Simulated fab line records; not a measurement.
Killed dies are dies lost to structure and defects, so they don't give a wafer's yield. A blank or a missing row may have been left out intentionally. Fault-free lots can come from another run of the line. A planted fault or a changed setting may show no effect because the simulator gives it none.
Matching of chambers || flow berkeleyCmos170 || rieDiel-04 running UCB170_ZERO_ETCH_06: 4 sister chambers
The step etches SiO2 in CHF3/CF4/Ar, time 12 s. 4 wafers are shown with their chamber, then 8 later ones without.

## EACH WAFER AND ITS CHAMBER
{"wafer": "L401.5", "chamber": 1, "drypumpMotorCurrentA (A)": 6.1}
{"wafer": "L402.3", "chamber": 3, "drypumpMotorCurrentA (A)": 5.8}
{"wafer": "L402.5", "chamber": 2, "drypumpMotorCurrentA (A)": 5.1}
{"wafer": "L405.3", "chamber": 0, "drypumpMotorCurrentA (A)": 5.7}

## WAFERS WITH NO CHAMBER GIVEN
{"wafer": "L405.5", "drypumpMotorCurrentA (A)": 5.0}
{"wafer": "L405.6", "drypumpMotorCurrentA (A)": 5.8}
{"wafer": "L407.1", "drypumpMotorCurrentA (A)": 5.7}
{"wafer": "L407.4", "drypumpMotorCurrentA (A)": 5.1}
{"wafer": "L407.5", "drypumpMotorCurrentA (A)": 6.1}
{"wafer": "L415.3", "drypumpMotorCurrentA (A)": 5.7}
{"wafer": "L415.5", "drypumpMotorCurrentA (A)": 6.1}
{"wafer": "L415.6", "drypumpMotorCurrentA (A)": 5.7}

## CHAMBER TAKEN BY EACH
{"wafer": "L405.5", "from the rows above": 2, "in truth": 2}
{"wafer": "L405.6", "from the rows above": 3, "in truth": 3}
{"wafer": "L407.1", "from the rows above": 0, "in truth": 0}
{"wafer": "L407.4", "from the rows above": 2, "in truth": 2}
{"wafer": "L407.5", "from the rows above": 1, "in truth": 1}
{"wafer": "L415.3", "from the rows above": 0, "in truth": 0}
{"wafer": "L415.5", "from the rows above": 1, "in truth": 1}
{"wafer": "L415.6", "from the rows above": 0, "in truth": 0}
Placed correctly: 8 of 8. Number that these rows cannot place: 0. Wrongly placed: 0.
How it was worked out, from the rows above alone: a wafer's distance from a chamber is the root of the sum, over the readings, of the square of ((its reading less the chamber's mean) divided by the reading's scatter). If the next closest chamber is less than 2 further off than the closest, the wafer can't be placed; otherwise it belongs to the closest. For every chamber, the mean is computed from those of its wafers that are shown. The scatter: with one shown wafer a chamber, the root of the mean of the squares of how far each hidden wafer lies from its nearest shown one.
